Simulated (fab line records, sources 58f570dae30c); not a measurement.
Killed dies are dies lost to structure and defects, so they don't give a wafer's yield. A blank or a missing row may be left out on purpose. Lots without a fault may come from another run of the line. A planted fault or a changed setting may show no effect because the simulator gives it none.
One fault seen from 2 desks | flow berkeley_cmos170 | each desk has only its own numbers; what lay behind them comes last

THE METROLOGY DESK
What the gauges read, lot by lot, whatever tool the lot ran on: means of the sampled wafers that have a number. A lot is out of limits, marked OUT, if its mean lies more than 4 standard deviations from the usual mean; the brackets give that distance.
Columns: A = NLDD_RS at UCB170_SDANNEAL_RS_MEAS_05, usual 615.7 ohm/sq; B = M1_OVL at UCB170_M1_OVL_MEAS_10, usual -2 nm
lot  | first seen here | A     | B
L195 | day 7 10:38     | 616.3 | -5
L196 | day 8 14:53     | 617.4 | -5
L197 | day 8 15:05     | 617.6 | 2
L198 | day 8 15:16     | 615.1 | -5
L205 | day 10 10:53    | 616.6 | -2
L207 | day 11 00:42    | 615.5 | 8
L208 | day 11 01:02    | 617.2 | 0
L210 | day 11 06:10    | 614.5 | -11
L211 | day 11 06:32    | 617.0 | -4
L209 | day 11 06:41    | 613.0 | -6
L217 | day 12 10:07    | 616.6 | -0
L216 | day 12 10:14    | 612.2 | -4
L218 | day 12 12:11    | 617.4 | -5
This desk's finding: nothing out of limits on any of the 13 lots.

THE TOOL OWNER'S DESK: lpcvd-01
The tool's own readings at UCB170_GATE_CVD_04 (deposits poly-Si from SiH4, time 1440 s, target thk 214 nm): means of the sampled wafers that have a number, for each lot that ran on this tool. A lot is out of limits, marked OUT, if its mean lies more than 4 standard deviations from the usual mean; the brackets give that distance.
Columns: A = sih4_flow_sccm at UCB170_GATE_CVD_04, usual 120.0 sccm
lot  | first seen here | A
L196 | day 7 17:34     | 120.2
L197 | day 7 17:34     | 119.6
L198 | day 7 17:34     | 119.9
L205 | day 9 13:06     | 120.3
This desk's finding: nothing out of limits on any of the 4 lots.

PUT TOGETHER
The metrology desk saw nothing out of limits.
The tool owner's desk saw nothing out of limits.

WHAT THE SIMULATOR HAD PUT IN
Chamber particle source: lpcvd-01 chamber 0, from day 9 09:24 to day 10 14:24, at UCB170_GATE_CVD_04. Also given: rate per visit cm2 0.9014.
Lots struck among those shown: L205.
